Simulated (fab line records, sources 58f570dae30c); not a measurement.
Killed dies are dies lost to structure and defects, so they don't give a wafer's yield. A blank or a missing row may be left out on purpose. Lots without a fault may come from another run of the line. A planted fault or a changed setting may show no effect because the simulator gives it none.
fab line records | flow berkeley_cmos170
record lots=14 wafers=42 last_day=12
route steps=331 shown PWELL@50 FIELD@91 NVT@112 PVT@123 M3@324
lots that met no fault: from a run of the same line without faults
start_h: hours from the record's first day to the start of the lot's first wafer shown | wait_h: hours since the lot's step before | " the same as in the row above | L1.1+2: a row that stands for several wafers | - no value, or no start given | * or withheld: withheld | < > ~ a bound
route shown NAME@n: a module of which the file shows steps, and the number in the route of the first | usual: mean/standard deviation of fault-free wafers | same: alike in all rows | chamber/n: place in a boat | sites: the reading at each site | _std_site: their standard deviation | _edge_site: outer sites' mean less inner sites' | radius_mm: how far each site lies from the wafer's centre | mask NAME#n: copy n | behind: the tool/chamber that last shaped the wafer | hold: why the lot was held/for how many hours/how that ended | device: the transistor (n, p or np) that didn't switch | end of line: the same wafers' tests at the end of the route | a step without rows: its recipe alone | killed: dies lost to structure and defects at the first sort, not the wafer's yield | map: a wafer's dies, x killed, . not, _ none there
set.NAME: the setting as run; set.NAME@STEP: as run at that earlier step | model.NAME: the simulator's own value behind a step, which no gauge read
steps of the route over a sample of lots; a table a step, a row a wafer
services: from which hour (start_h, from the record's first day; less than 0 if before it) a tool's chamber was out of use, for how many hours, and why
## steps
# step UCB170_PWELL_STRIP_16
# recipe chemistry=O2 power_w=400 pressure_mtorr=3500 platen_temp_c=withheld o2_flow_sccm=400 overash_fraction=0.5
# usual chamber_pressure_mTorr=3500/3.3 drypump_motor_current_A=5.9/0.43 oes_product_au=0.721/0.0049 strip_time_to_endpoint_s=18.13/0.094
# columns lot.wafer tool chamber start_h wait_h chamber_pressure_mTorr drypump_motor_current_A oes_product_au rf_hours_counter_h strip_time_to_endpoint_s
L729.2 plasma_asher-04 0 57.00 0.1 3497 6.4 0.719 33 18.28
L729.4 " 1 " " 3506 6.0 0.712 - 18.00
L729.6 " 1 " " 3501 6.0 0.722 - 18.05
L730.3 plasma_asher-01 1 57.41 0.1 3493 5.9 0.720 - 18.20
L730.4 " 0 " " 3495 5.0 0.723 - 18.12
L730.5 " 1 " " 3493 5.9 0.714 - 18.23
L731.1 plasma_asher-03 1 64.55 0.1 3500 5.6 0.723 33 18.08
L731.2 " 0 " " 3500 6.3 0.709 33 18.23
L731.6 " 0 " " 3492 6.3 0.727 - 18.24
L733.1 plasma_asher-03 0 65.28 0.1 3502 6.3 0.721 33 18.13
L733.4 " 0 " " 3505 6.3 0.726 - 18.05
L733.5 " 0 " " 3502 6.3 0.719 - 18.22
L735.2 plasma_asher-04 1 78.66 0.1 3508 6.1 0.714 35 18.21
L735.3 " 0 " " 3493 6.4 0.725 - 18.14
L735.4 " 1 " " 3502 6.1 0.726 - 18.08
L736.2 plasma_asher-04 1 84.68 0.1 3502 6.0 0.722 36 18.14
L736.3 " 1 " " 3500 6.0 0.720 - 18.23
L736.6 " 1 " " 3500 6.1 0.721 - 18.20
L737.2 plasma_asher-03 0 91.35 0.1 3501 6.3 0.714 36 18.18
L737.3 " 0 " " 3498 6.3 0.716 - 18.00
L737.6 " 1 " " 3497 5.6 0.721 - 17.88
L738.1 plasma_asher-03 0 91.88 0.1 3502 6.3 0.732 36 18.09
L738.2 " 1 " " 3500 5.6 0.728 36 17.97
L738.4 " 0 " " 3495 6.3 0.720 - 18.12
L740.1 plasma_asher-04 0 106.73 0.1 3502 6.4 0.719 38 18.29
L740.3 " 0 " " 3501 6.3 0.716 - 18.16
L740.4 " 1 " " 3503 6.1 0.718 - 18.25
L741.1 plasma_asher-04 0 113.63 0.1 3506 6.4 0.715 38 18.15
L741.5 " 1 " " 3498 6.0 0.722 - 18.21
L741.6 " 0 " " 3504 6.3 0.726 - 18.12
L742.4 plasma_asher-01 1 121.40 0.1 3501 5.9 0.719 - 18.06
L742.5 " 1 " " 3493 5.8 0.718 - 18.13
L742.6 " 0 " " 3502 5.0 0.728 - 18.08
L748.1 plasma_asher-01 1 152.66 0.1 3501 5.9 0.718 38 18.13
L748.3 " 1 " " 3497 5.9 0.725 - 18.14
L748.6 " 1 " " 3500 5.9 0.714 - 18.12
L750.1 plasma_asher-03 0 160.29 0.1 3502 6.3 0.712 4 18.06
L750.2 " 1 " " 3501 5.6 0.727 4 18.09
L750.5 " 1 " " 3498 5.6 0.717 - 18.20
L752.1 plasma_asher-04 0 177.08 0.1 3496 6.4 0.717 45 18.24
L752.5 " 1 " " 3504 6.1 0.715 - 18.15
L752.6 " 0 " " 3497 6.4 0.725 - 18.14
# step UCB170_FIELD_THK_MEAS_02
# recipe reads=SiO2_of_FIELD_OXIDATION_01
# usual FIELD_OXIDE_THK=553/8.1
# columns lot.wafer tool chamber start_h wait_h FIELD_OXIDE_THK[nm]
L729.2 film_metro-02 - 94.04 0.0 551
L729.4 " - " " 556
L729.6 " - " " 561
L730.3 film_metro-01 - 94.05 0.0 555
L730.4 " - " " 565
L730.5 " - " " 550
L731.1 film_metro-01 - 105.72 0.0 559
L731.2 " - " " 551
L731.6 " - " " 557
L733.1 film_metro-02 - 105.78 0.1 547
L733.4 " - " " 558
L733.5 " - " " 555
L735.2 film_metro-02 - 122.40 0.0 544
L735.3 " - " " 553
L735.4 " - " " 547
L736.2 film_metro-01 - 122.40 0.0 548
L736.3 " - " " 546
L736.6 " - " " 557
L738.1 film_metro-01 - 127.99 0.0 547
L738.2 " - " " 554
L738.4 " - " " 551
L737.2 film_metro-04 - 128.00 0.0 571
L737.3 " - " " 570
L737.6 " - " " 560
L740.1 film_metro-01 - 154.62 0.0 552
L740.3 " - " " 552
L740.4 " - " " 555
L741.1 film_metro-02 - 160.22 0.0 542
L741.5 " - " " 544
L741.6 " - " " 552
L742.4 film_metro-04 - 167.31 0.1 546
L742.5 " - " " 556
L742.6 " - " " 547
L748.1 film_metro-01 - 183.45 0.0 559
L748.3 " - " " 550
L748.6 " - " " 552
L750.1 film_metro-01 - 197.01 0.0 545
L750.2 " - " " 539
L750.5 " - " " 545
L752.1 film_metro-01 - 211.84 0.0 562
L752.5 " - " " 558
L752.6 " - " " 572
# step UCB170_NVT_STRIP_08
# recipe chemistry=O2 power_w=400 pressure_mtorr=3500 platen_temp_c=withheld o2_flow_sccm=400 overash_fraction=0.5
# usual chamber_pressure_mTorr=3500/3.2 drypump_motor_current_A=5.6/0.46 oes_product_au=0.735/0.0041 strip_time_to_endpoint_s=21.63/0.067
# columns lot.wafer tool chamber start_h wait_h chamber_pressure_mTorr drypump_motor_current_A oes_product_au rf_hours_counter_h strip_time_to_endpoint_s
L729.2 plasma_asher-01 0 118.84 0.1 3498 5.0 0.726 34 21.63
L729.4 " 1 " " 3500 5.9 0.736 - 21.71
L729.6 " 0 " " 3499 5.0 0.736 - 21.70
L730.3 plasma_asher-02 1 119.10 0.1 3499 6.0 0.736 - 21.66
L730.4 " 0 " " 3498 5.1 0.726 - 21.66
L730.5 " 0 " " 3505 5.0 0.734 - 21.70
L733.1 plasma_asher-02 0 132.14 0.1 3498 5.1 0.735 42 21.55
L733.4 " 1 " " 3500 5.9 0.740 - 21.51
L733.5 " 0 " " 3496 5.1 0.731 - 21.54
L731.1 plasma_asher-03 1 132.50 0.1 3499 5.6 0.736 1 21.69
L731.2 " 0 " " 3490 6.3 0.738 1 21.74
L731.6 " 1 " " 3494 5.6 0.727 - 21.69
L738.1 plasma_asher-01 1 151.56 0.1 3500 5.9 0.741 37 21.72
L738.2 " 0 " " 3499 5.0 0.739 37 21.72
L738.4 " 1 " " 3503 5.9 0.737 - 21.74
L735.2 plasma_asher-03 0 151.84 0.1 3503 6.3 0.728 3 21.61
L735.3 " 0 " " 3508 6.3 0.738 - 21.64
L735.4 " 1 " " 3499 5.6 0.740 - 21.63
L736.2 plasma_asher-02 0 152.11 0.1 3502 5.0 0.741 44 21.60
L736.3 " 1 " " 3500 5.9 0.736 - 21.63
L736.6 " 1 " " 3498 6.0 0.732 - 21.61
L737.2 plasma_asher-01 0 152.11 0.1 3502 5.0 0.737 38 21.65
L737.3 " 0 " " 3497 5.0 0.734 - 21.61
L737.6 " 0 " " 3501 5.1 0.732 - 21.62
L740.1 plasma_asher-02 0 175.57 0.1 3497 5.1 0.732 46 21.72
L740.3 " 0 " " 3507 5.0 0.731 - 21.70
L740.4 " 1 " " 3500 5.9 0.730 - 21.71
L741.1 plasma_asher-02 0 185.54 0.1 3499 5.1 0.741 47 21.73
L741.5 " 1 " " 3498 5.9 0.729 - 21.71
L741.6 " 0 " " 3501 5.1 0.738 - 21.65
L742.4 plasma_asher-02 1 191.53 0.1 3499 5.9 0.728 - 21.55
L742.5 " 1 " " 3499 5.9 0.734 - 21.58
L742.6 " 0 " " 3501 5.0 0.722 - 21.62
L748.1 plasma_asher-02 0 209.90 0.1 - - - - -
L748.3 " 0 " " - - - - -
L748.6 " 1 " " - - - - -
L750.1 plasma_asher-01 1 223.24 0.1 - - - - -
L750.2 " 0 " " - - - - -
L750.5 " 1 " " - - - - -
L752.1 plasma_asher-01 1 234.65 0.1 3500 5.9 0.736 47 21.55
L752.5 " 0 " " 3497 5.1 0.734 - 21.50
L752.6 " 1 " " 3500 5.9 0.740 - 21.54
# step UCB170_PVT_STRIP_08
# recipe chemistry=O2 power_w=400 pressure_mtorr=3500 platen_temp_c=withheld o2_flow_sccm=400 overash_fraction=0.5
# usual chamber_pressure_mTorr=3500/3.1 drypump_motor_current_A=5.9/0.44 oes_product_au=0.734/0.0044 strip_time_to_endpoint_s=21.60/0.062
# columns lot.wafer tool chamber start_h wait_h chamber_pressure_mTorr drypump_motor_current_A oes_product_au rf_hours_counter_h strip_time_to_endpoint_s
L729.2 plasma_asher-03 1 120.54 0.1 3495 5.6 0.744 0 21.54
L729.4 " 1 " " 3497 5.6 0.738 - 21.64
L729.6 " 0 " " 3499 6.3 0.730 - 21.62
L730.3 plasma_asher-01 1 121.06 0.1 3497 5.9 0.734 - 21.62
L730.4 " 0 " " 3497 5.0 0.727 - 21.56
L730.5 " 0 " " 3496 5.1 0.734 - 21.59
L733.1 plasma_asher-03 1 133.85 0.1 3501 5.6 0.734 1 21.56
L733.4 " 1 " " 3503 5.6 0.733 - 21.55
L733.5 " 1 " " 3501 5.6 0.735 - 21.56
L731.1 plasma_asher-04 1 134.18 0.1 3504 6.1 0.728 41 21.55
L731.2 " 0 " " 3500 6.4 0.736 41 21.54
L731.6 " 1 " " 3498 6.0 0.740 - 21.55
L738.1 plasma_asher-03 1 154.91 0.1 3488 5.6 0.738 3 21.58
L738.2 " 0 " " 3494 6.3 0.733 3 21.62
L738.4 " 1 " " 3505 5.6 0.731 - 21.53
L735.2 plasma_asher-04 1 155.74 0.1 3495 6.0 0.738 43 21.69
L735.3 " 1 " " 3502 6.1 0.739 - 21.59
L735.4 " 0 " " 3501 6.4 0.741 - 21.61
L736.2 plasma_asher-01 1 156.01 0.1 3499 5.9 0.735 38 21.55
L736.3 " 1 " " 3500 5.9 0.727 - 21.54
L736.6 " 0 " " 3495 5.1 0.729 - 21.56
L737.2 plasma_asher-04 0 156.26 0.1 3499 6.3 0.732 43 21.63
L737.3 " 0 " " 3494 6.4 0.736 - 21.67
L737.6 " 0 " " 3497 6.4 0.726 - 21.72
L740.1 plasma_asher-04 0 177.60 0.1 3495 6.4 0.735 45 21.67
L740.3 " 1 " " 3502 6.0 0.727 - 21.65
L740.4 " 0 " " 3500 6.4 0.731 - 21.70
L741.1 plasma_asher-04 1 187.86 0.1 3501 6.0 0.730 46 21.67
L741.5 " 0 " " 3498 6.4 0.734 - 21.58
L741.6 " 1 " " 3502 6.0 0.734 - 21.56
L742.4 plasma_asher-04 1 193.68 0.1 3497 6.0 0.730 - 21.46
L742.5 " 0 " " 3499 6.4 0.734 - 21.51
L742.6 " 1 " " 3496 6.0 0.738 - 21.55
L748.1 plasma_asher-03 1 212.43 0.1 3499 5.6 0.740 10 47.77
L748.3 " 1 " " 3501 5.6 0.743 - 47.86
L748.6 " 1 " " 3495 5.6 0.741 - 47.71
L750.1 plasma_asher-01 0 224.60 0.1 3502 5.1 0.738 46 47.86
L750.2 " 1 " " 3497 5.9 0.739 46 47.84
L750.5 " 1 " " 3498 5.9 0.740 - 47.86
L752.1 plasma_asher-01 1 236.68 0.1 3499 5.9 0.733 47 21.63
L752.5 " 1 " " 3497 5.9 0.732 - 21.64
L752.6 " 0 " " 3502 5.0 0.732 - 21.65
# step UCB170_PVT_TW_MEAS_09
# usual PVT_TW=514/3.9
# columns lot.wafer tool chamber start_h wait_h PVT_TW
L729.2 film_metro-04 - 120.65 0.1 514
L729.4 " - " " 514
L729.6 " - " " 515
L730.3 film_metro-02 - 121.15 0.1 511
L730.4 " - " " 510
L730.5 " - " " 510
L733.1 film_metro-04 - 133.95 0.1 515
L733.4 " - " " 517
L733.5 " - " " 513
L731.1 film_metro-01 - 134.28 0.1 510
L731.2 " - " " 509
L731.6 " - " " 512
L738.1 film_metro-02 - 155.01 0.1 513
L738.2 " - " " 511
L738.4 " - " " 511
L735.2 film_metro-01 - 155.85 0.1 509
L735.3 " - " " 508
L735.4 " - " " 510
L736.2 film_metro-01 - 156.12 0.1 509
L736.3 " - " " 508
L736.6 " - " " 509
L737.2 film_metro-04 - 156.37 0.1 514
L737.3 " - " " 518
L737.6 " - " " 517
L740.1 film_metro-01 - 177.70 0.1 508
L740.3 " - " " 511
L740.4 " - " " 512
L741.1 film_metro-01 - 187.96 0.1 511
L741.5 " - " " 511
L741.6 " - " " 508
L742.4 film_metro-04 - 193.78 0.1 518
L742.5 " - " " 520
L742.6 " - " " 519
L748.1 film_metro-04 - 212.53 0.1 31
L748.3 " - " " 31
L748.6 " - " " 31
L750.1 film_metro-04 - 224.70 0.1 30
L750.2 " - " " 30
L750.5 " - " " 30
L752.1 film_metro-04 - 236.78 0.1 513
L752.5 " - " " 515
L752.6 " - " " 512
# step UCB170_M3_CD_MEAS_15
# recipe target_cd_nm=700
# usual cd_nm=699.9/1.3
# columns lot.wafer tool chamber start_h wait_h cd_nm
L730.3 cd_sem-02 - 184.85 - 698.9
L730.4 " - " " 699.4
L730.5 " - " " 699.4
L729.2 cd_sem-01 - 185.10 - 699.4
L729.4 " - " " 700.2
L729.6 " - " " 701.3
L733.1 cd_sem-02 - 202.78 - 698.7
L733.4 " - " " 698.8
L733.5 " - " " 699.1
L731.1 cd_sem-02 - 207.34 - 700.1
L731.2 " - " " 700.6
L731.6 " - " " 700.4
L737.2 cd_sem-02 - 207.64 - 699.5
L737.3 " - " " 699.3
L737.6 " - " " 699.0
L738.1 cd_sem-01 - 207.95 - 699.8
L738.2 " - " " 698.3
L738.4 " - " " 698.6
L735.2 cd_sem-01 - 212.54 - 701.2
L735.3 " - " " 701.7
L735.4 " - " " 702.2
L736.2 cd_sem-01 - 213.26 - 701.9
L736.3 " - " " 700.3
L736.6 " - " " 701.3
L740.1 cd_sem-01 - 233.79 - 699.3
L740.3 " - " " 699.4
L740.4 " - " " 699.1
L742.4 cd_sem-01 - 248.72 - 702.6
L742.5 " - " " 702.1
L742.6 " - " " 701.4
L741.1 cd_sem-02 - 249.25 - 699.6
L741.5 " - " " 699.3
L741.6 " - " " 700.1
L748.1 cd_sem-02 - 265.93 - 700.9
L748.3 " - " " 701.0
L748.6 " - " " 700.6
L750.1 cd_sem-01 - 273.40 - 699.4
L750.2 " - " " 699.1
L750.5 " - " " 700.5
L752.1 cd_sem-01 - 292.61 - 699.9
L752.5 " - " " 701.2
L752.6 " - " " 701.2
## services
# columns tool chamber start_h hours kind
plasma_asher-04 - 61.29 4.3 pm
plasma_asher-04 - 98.53 2.3 repair
plasma_asher-03 - 108.75 9.0 pm
plasma_asher-03 0 108.75 9.0 vent_cycle
plasma_asher-03 1 108.75 9.0 vent_cycle
plasma_asher-03 0 117.75 - clean
plasma_asher-03 1 117.75 - clean
plasma_asher-03 - 119.43 0.4 repair
plasma_asher-02 - 141.93 2.8 pm
plasma_asher-04 - 147.15 2.6 repair
plasma_asher-01 - 229.93 2.0 repair
## key
first_sign step=UCB170_NVT_STRIP_08 reading=tool_record direction=missing
effect step=UCB170_PVT_STRIP_08 reading=strip_time_to_endpoint_s direction=up sigmas=99+ usual=* struck=*
effect step=UCB170_PVT_TW_MEAS_09 reading=PVT_TW direction=down sigmas=99+ usual=514 struck=31
met_at UCB170_NVT_STRIP_08
struck_lots L748,L750
sort_left_out L748.1,L748.3,L748.6,L750.1,L750.2,L750.5
tester_left_out L748,L750
not_acting_at UCB170_PWELL_STRIP_16,UCB170_FIELD_THK_MEAS_02,UCB170_M3_CD_MEAS_15
onset_between 191.53 209.90
fault kind=skipped_step_whole tool=plasma_asher-01,plasma_asher-02 chamber=- onset_h=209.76 steps=UCB170_NVT_STRIP_08 scope=struck_lots_only
# tester_left_out: of these lots the tester's yield and bins aren't shown, on N5 and GAA mostly nor the transistor test; their killed dies are dies lost to structure and defects alone, not to doping, threshold or leakage, so they don't give the yield
# sort_left_out: the simulated sort isn't trusted on such a fault, so these wafers' sort isn't shown, and their yield isn't known
